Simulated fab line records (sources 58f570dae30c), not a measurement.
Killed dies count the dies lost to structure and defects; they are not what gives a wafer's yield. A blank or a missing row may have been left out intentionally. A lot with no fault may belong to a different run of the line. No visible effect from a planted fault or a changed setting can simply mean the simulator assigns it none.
A lot that was struck, set against a sound lot -- flow berkeley_cmos170 -- 45 steps out of a route of 331
Sound: these wafers, L721.2, L721.3, L721.5. The struck wafers were L726.1, L726.5, L726.6. Last of all comes the cause.
For every step that has rows: the tool of each side, followed by ch and its chambers, followed by its first start. Under that, the readings that differ: sound wafers -- struck wafers -- difference of the means -- sigmas: that difference in standard deviations of wafers without a fault.
alike: a reading whose means differ by less than 2 such deviations, as well as words and numbers matching on both sides. not compared: withheld readings; readings where some wafer has no value; bounds like >300 that might hide an equal value; numbers whose values overlap and for which the record gives no deviation.
Wherever a step has rows on one side only, a row that says differs or no value, or a row with sigmas, the two part there. Numbers that have no deviation but don't overlap get no sigmas and don't part them. Lack of a reading on every wafer of one side parts them only where that side has two or more wafers.

UCB170_GATE_STRIP_16: strips in O2.
  sound on plasma_asher-03 ch 0,1, day 6 19:40; struck on plasma_asher-01 ch 0,1, day 7 23:30
  alike: drypump_motor_current_A, oes_product_au
  not compared: rf_hours_counter_h
UCB170_GATE_CD_MEAS_90: target cd 350 nm.
  sound: cd_sem-02 at day 6 19:50; struck: cd_sem-02 at day 7 23:49
  alike: cd_nm
then, 7 steps without rows for these wafers: UCB170_GATE_CLEAN_17 (cleans in SPM, time 600 s); UCB170_PLDD_HMDS_00 (prime time 60 s); UCB170_PLDD_COAT_01 (resist thk 900 nm); UCB170_PLDD_SOFTBAKE_02 (time 60 s); UCB170_PLDD_EXPOSE_03 (exposes mask PSELECT, target cd 1200 nm); UCB170_PLDD_PEB_04; UCB170_PLDD_DEVELOP_05 (develop time 45 s).
UCB170_PLDD_CD_MEAS_06: target cd 1200 nm.
  sound: cd_sem-01 at day 6 21:42; struck: cd_sem-01 at day 8 03:37
  alike: cd_nm
UCB170_PLDD_OVL_MEAS_07:
  sound: overlay-01 at day 6 21:49; struck: overlay-02 at day 8 03:44
  alike: PLDD_OVL
then, 1 step without rows for these wafers: UCB170_PLDD_IMPLANT_08.
UCB170_PLDD_IMPLANT_09:
  sound on implanter-01 ch 0, day 6 22:01; struck on implanter-01 ch 0, day 8 03:56
reading,sound,struck,difference,sigmas
dose_ions_cm2,5.002e+13 5.002e+13 5.009e+13,4.605e+13 4.601e+13 4.599e+13,-4.027e+12,-88
faraday_current_uA,157 158 164,146 146 147,-13,-4
  alike: beam_energy_keV
UCB170_PLDD_STRIP_10: strips in O2.
  sound on plasma_asher-04 ch 1, day 6 22:08; struck on plasma_asher-02 ch 0,1, day 8 04:05
  alike: drypump_motor_current_A, oes_product_au, strip_time_to_endpoint_s
  not compared: rf_hours_counter_h
UCB170_PLDD_TW_MEAS_11:
  sound: film_metro-02 at day 6 22:15; struck: film_metro-04 at day 8 04:11
  alike: PLDD_TW
then, 7 steps without rows for these wafers: UCB170_PLDD_CLEAN_12 (cleans in SPM, time 600 s); UCB170_NLDD_HMDS_00 (prime time 60 s); UCB170_NLDD_COAT_01 (resist thk 900 nm); UCB170_NLDD_SOFTBAKE_02 (time 60 s); UCB170_NLDD_EXPOSE_03 (exposes mask NSELECT, target cd 1200 nm); UCB170_NLDD_PEB_04; UCB170_NLDD_DEVELOP_05 (develop time 45 s).
UCB170_NLDD_CD_MEAS_06: target cd 1200 nm.
  sound: cd_sem-01 at day 6 23:40; struck: cd_sem-01 at day 8 05:59
  alike: cd_nm
UCB170_NLDD_OVL_MEAS_07:
  sound: overlay-02 at day 6 23:46; struck: overlay-01 at day 8 06:06
  alike: NLDD_OVL
then, 2 steps without rows for these wafers: UCB170_NLDD_IMPLANT_08; UCB170_NLDD_IMPLANT_09.
UCB170_NLDD_STRIP_10: strips in O2.
  sound on plasma_asher-02 ch 0,1, day 7 00:06; struck on plasma_asher-03 ch 0,1, day 8 06:26
  alike: drypump_motor_current_A, oes_product_au, strip_time_to_endpoint_s
  not compared: rf_hours_counter_h
UCB170_NLDD_TW_MEAS_11:
  sound: film_metro-04 at day 7 00:13; struck: film_metro-02 at day 8 06:32
  alike: NLDD_TW
then, 1 step without rows for these wafers: UCB170_NLDD_CLEAN_12 (cleans in SPM, time 600 s).
UCB170_SPACER_CVD_00: deposits SiO2 from TEOS/O2, target thk 376 nm, time 47 s.
  sound on pecvd-03 ch 1,2, day 7 00:27; struck on pecvd-01 ch 0,1,2, day 8 06:47
  alike: heater_power_w
UCB170_SPACER_THK_MEAS_01:
  sound: film_metro-02 at day 7 00:31; struck: film_metro-03 at day 8 06:50
  alike: SPACER_TEOS_THK
then, 1 step without rows for these wafers: UCB170_SPACER_ANNEAL_02 (time 1800 s).
UCB170_SPACER_ETCHBACK_03: etches SiO2 in CHF3/CF4/Ar, stops on Si, target depth 376 nm, time 100 s.
  sound on rie_diel-01 ch 0,1, day 7 07:04; struck on rie_diel-01 ch 0,3, day 8 09:35
  alike: CHF3_flow_sccm, cf4_flow_sccm, drypump_motor_current_A, oes_product_au, throttle_valve_pct
  not compared: rf_hours_counter_h
then, 6 steps without rows for these wafers: UCB170_PSD_HMDS_00 (prime time 60 s); UCB170_PSD_COAT_01 (resist thk 900 nm); UCB170_PSD_SOFTBAKE_02 (time 60 s); UCB170_PSD_EXPOSE_03 (exposes mask PSELECT MOD, target cd 1200 nm); UCB170_PSD_PEB_04; UCB170_PSD_DEVELOP_05 (develop time 45 s).
UCB170_PSD_CD_MEAS_06: target cd 1200 nm.
  sound: cd_sem-02 at day 7 09:03; struck: cd_sem-02 at day 8 11:04
  alike: cd_nm
UCB170_PSD_OVL_MEAS_07:
  sound: overlay-01 at day 7 09:10; struck: overlay-01 at day 8 11:11
  alike: PSD_OVL
then, 1 step without rows for these wafers: UCB170_PSD_IMPLANT_08.
UCB170_SDANNEAL_RS_MEAS_04: uses a four-point probe to measure.
  sound: film_metro-01 at day 7 14:37; struck: film_metro-04 at day 8 16:34
reading,sound,struck,difference,sigmas
PLDD_RS (ohm/sq),1032.8 1032.8 1034.2,1066.4 1066.0 1069.0,+33.9,+13
  not compared: hold
UCB170_SDANNEAL_RS_MEAS_05: uses a four-point probe to measure.
  sound: film_metro-01 at day 7 14:44; struck: film_metro-04 at day 8 18:50
reading,sound,struck,difference,sigmas
hold,- - -,await_dispo/2.2h/release await_dispo/2.2h/release await_dispo/2.2h/release,no value on the sound wafers,
  alike: NLDD_RS
UCB170_M3_PROBE_99:
  the record has rows for the struck wafers here (prober-02, day 9 22:14) and none for the sound ones

== WHERE THEY PART ==
Earliest at UCB170_PLDD_IMPLANT_09; latest, in this record, at UCB170_M3_PROBE_99.

WHY: whatever the simulator had introduced
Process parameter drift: implanter-01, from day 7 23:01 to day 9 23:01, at UCB170_PLDD_IMPLANT_09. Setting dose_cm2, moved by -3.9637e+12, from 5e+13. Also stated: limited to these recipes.
